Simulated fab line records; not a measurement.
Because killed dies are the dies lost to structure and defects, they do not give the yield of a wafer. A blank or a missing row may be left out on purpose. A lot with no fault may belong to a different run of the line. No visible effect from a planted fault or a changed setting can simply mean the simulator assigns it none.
Which tool is to blame? -- flow berkeleyCmos170 -- 33 wafers from 11 lots sampled at 6 of the route's 331 steps

## WHAT THE GAUGES SHOWED, per wafer
UCB170_CONTACT_OVL_MEAS_16.
lot,measured,on,CONTACT_OVL (nm)
L649,day 8 22:18,overlay-02,-2 -10 -9
L654,day 9 14:29,overlay-01,8 -1 -7
L659,day 10 20:07,overlay-02,-8 -6 -3
L663,day 11 11:04,overlay-01,-13 -11 -10
L660,day 11 12:55,overlay-02,9 -1 -4
L664,day 12 21:46,overlay-02,-1 1 0
L665,day 12 22:02,overlay-02,0 -7 -2
L666,day 13 11:50,overlay-01,-6 -1 -3
L667,day 13 11:55,overlay-02,-3 -7 1
L669,day 13 17:05,overlay-02,3 -3 0
L668,day 13 18:10,overlay-02,-6 -3 0

UCB170_M1_CD_MEAS_90: the cd target is 700 nm.
lot,measured,on,cdNm (nm)
L649,day 9 00:33,cdSem-01,692.6 691.0 689.7
L654,day 9 16:37,cdSem-01,692.1 691.5 690.9
L659,day 10 22:42,cdSem-02,697.7 699.7 698.6
L663,day 11 13:28,cdSem-02,699.4 696.7 696.9
L660,day 11 15:11,cdSem-01,701.3 700.9 701.8
L664,day 13 03:56,cdSem-02,701.5 700.3 704.7
L665,day 13 04:10,cdSem-02,699.6 699.2 698.9
L666,day 13 14:01,cdSem-01,699.0 698.4 698.7
L667,day 13 14:20,cdSem-02,701.0 701.2 702.1
L669,day 13 19:38,cdSem-01,698.1 697.3 697.8
L668,day 13 20:44,cdSem-01,700.2 699.0 698.8

UCB170_V1_THK_MEAS_01.
lot,measured,on,V1_TEOS_THK (nm)
L649,day 9 03:27,filmMetro-03,1975 1999 2016
L654,day 9 18:14,filmMetro-03,1978 2039 1994
L659,day 11 01:24,filmMetro-01,1979 1964 2007
L663,day 11 15:56,filmMetro-02,1955 1977 2009
L660,day 11 17:17,filmMetro-02,2038 2030 2029
L664,day 13 05:32,filmMetro-03,2006 2065 2003
L665,day 13 06:52,filmMetro-02,1996 2038 2003
L666,day 13 15:37,filmMetro-01,1978 1989 2013
L667,day 13 16:57,filmMetro-03,2006 2000 2046
L669,day 13 21:14,filmMetro-03,2010 2026 2047
L668,day 13 22:33,filmMetro-03,1963 1992 2004

## EACH LOT AND THE TOOL THAT RAN IT (in order: tool; ch and the chambers of the sampled wafers; start)
lot,UCB170_CONTACT_STRIP_19,UCB170_M1_METAL_ETCH_12,UCB170_M1_STRIP_13
L649,"plasmaAsher-02 ch 0,1, day 8 22:30","rieMetal-03 ch 0,1, day 9 00:19","plasmaAsher-02 ch 0,1, day 9 00:27"
L654,"plasmaAsher-01 ch 0,1, day 9 14:41","rieMetal-03 ch 0,1, day 9 16:23","plasmaAsher-02 ch 0,1, day 9 16:31"
L659,"plasmaAsher-02 ch 0,1, day 10 20:19","rieMetal-02 ch 0,1, day 10 22:24","plasmaAsher-01 ch 0,1, day 10 22:32"
L663,"plasmaAsher-02 ch 0,1, day 11 11:15","rieMetal-01 ch 0,1, day 11 13:13","plasmaAsher-03 ch 0,1, day 11 13:20"
L660,"plasmaAsher-04 ch 0,1, day 11 13:08","rieMetal-02 ch 0,1, day 11 14:56","plasmaAsher-03 ch 0,1, day 11 15:04"
L664,"plasmaAsher-04 ch 0,1, day 12 21:58","rieMetal-03 ch 0,1, day 13 03:41","plasmaAsher-01 ch 0,1, day 13 03:49"
L665,"plasmaAsher-01 ch 0,1, day 12 22:14","rieMetal-02 ch 0,1, day 13 03:55","plasmaAsher-03 ch 0,1, day 13 04:04"
L666,"plasmaAsher-04 ch 0,1, day 13 12:02","rieMetal-03 ch 0, day 13 13:47","plasmaAsher-02 ch 0,1, day 13 13:55"
L667,"plasmaAsher-01 ch 0,1, day 13 12:07","rieMetal-02 ch 0,1, day 13 14:06","plasmaAsher-03 ch 0,1, day 13 14:14"
L669,"plasmaAsher-02 ch 0,1, day 13 17:17","rieMetal-03 ch 0,1, day 13 19:22","plasmaAsher-02 ch 0,1, day 13 19:29"
L668,"plasmaAsher-04 ch 0,1, day 13 18:22","rieMetal-02 ch 0,1, day 13 20:30","plasmaAsher-03 ch 0,1, day 13 20:38"
- UCB170_CONTACT_STRIP_19: strips in O2.
- UCB170_M1_METAL_ETCH_12: etches Al in Cl2/BCl3, stops on PSG, target depth 780 nm, time 130 s.
- UCB170_M1_STRIP_13: strips in O2.

## AS READ BY THE TOOLS THEMSELVES (means over the sampled wafers that have a number; for cases with no such wafer, the mark the record gives instead)
UCB170_CONTACT_STRIP_19.
lot,tool,drypumpMotorCurrentA (A),oesProductAu (a.u.)
L649,plasmaAsher-02,6.0,0.724
L654,plasmaAsher-01,5.5,0.725
L659,plasmaAsher-02,6.3,0.723
L663,plasmaAsher-02,6.3,0.729
L660,plasmaAsher-04,6.4,0.725
L664,plasmaAsher-04,6.4,0.726
L665,plasmaAsher-01,5.5,0.730
L666,plasmaAsher-04,6.4,0.721
L667,plasmaAsher-01,5.9,0.732
L669,plasmaAsher-02,6.3,0.727
L668,plasmaAsher-04,6.4,0.729

UCB170_M1_METAL_ETCH_12.
lot,tool,drypumpMotorCurrentA (A),oesProductAu (a.u.),runLengthS (s),throttleValvePct (%)
L649,rieMetal-03,5.1,0.708,210.4,24.40
L654,rieMetal-03,5.4,0.714,210.1,24.37
L659,rieMetal-02,5.4,0.864,158.8,24.30
L663,rieMetal-01,5.7,0.856,158.3,24.10
L660,rieMetal-02,5.4,0.857,159.1,24.11
L664,rieMetal-03,5.4,0.837,158.4,24.28
L665,rieMetal-02,5.4,0.849,158.7,24.31
L666,rieMetal-03,4.7,0.854,158.4,24.38
L667,rieMetal-02,5.4,0.848,158.7,24.31
L669,rieMetal-03,5.1,0.849,158.5,24.35
L668,rieMetal-02,5.4,0.852,158.6,24.30

UCB170_M1_STRIP_13.
lot,tool,drypumpMotorCurrentA (A),oesProductAu (a.u.)
L649,plasmaAsher-02,6.0,0.602
L654,plasmaAsher-02,6.0,0.610
L659,plasmaAsher-01,5.9,0.719
L663,plasmaAsher-03,5.2,0.719
L660,plasmaAsher-03,5.6,0.719
L664,plasmaAsher-01,5.6,0.722
L665,plasmaAsher-03,5.2,0.714
L666,plasmaAsher-02,6.0,0.719
L667,plasmaAsher-03,5.2,0.719
L669,plasmaAsher-02,6.3,0.717
L668,plasmaAsher-03,5.2,0.719

## THE ANSWER, worked out from the rows above alone
Rule: the usual values come from the lots themselves. Put in order of their means at a reading, lots are off if they are a third of the lots or fewer, leave a main group of 4 or more, and stand apart from it by a gap of 3 or more times the standard deviation of the main group's means; of several such gaps the widest counts. A main group whose means are all the same, to the digits that the tables above print for the reading, isn't used. A lot without any number at a reading at which 4 lots or more have one is off too. The other lots that the step has rows for count as sound. The gauges are gone through in route order, then the tools' own readings, and for those a lot's mean is taken as printed above. At the first step where some lot is off, the reading lying furthest off is the one used; lots without a number count as furthest.
Off at UCB170_M1_CD_MEAS_90 (cdNm): L649, L654. Mean 699.6 nm and standard deviation 1.6 in the main group.
If a tool, at a process step before that reading, ran all the lots that are off and no sound lot after the first of them, it fits. Not tried: the gauges at UCB170_M1_CD_MEAS_90; whatever is off there is also off at UCB170_M1_METAL_ETCH_12, on other tools, and gauge error can't account for it. Not one of the candidates tried fits.

## WHAT WAS PUT IN BY THE SIMULATOR
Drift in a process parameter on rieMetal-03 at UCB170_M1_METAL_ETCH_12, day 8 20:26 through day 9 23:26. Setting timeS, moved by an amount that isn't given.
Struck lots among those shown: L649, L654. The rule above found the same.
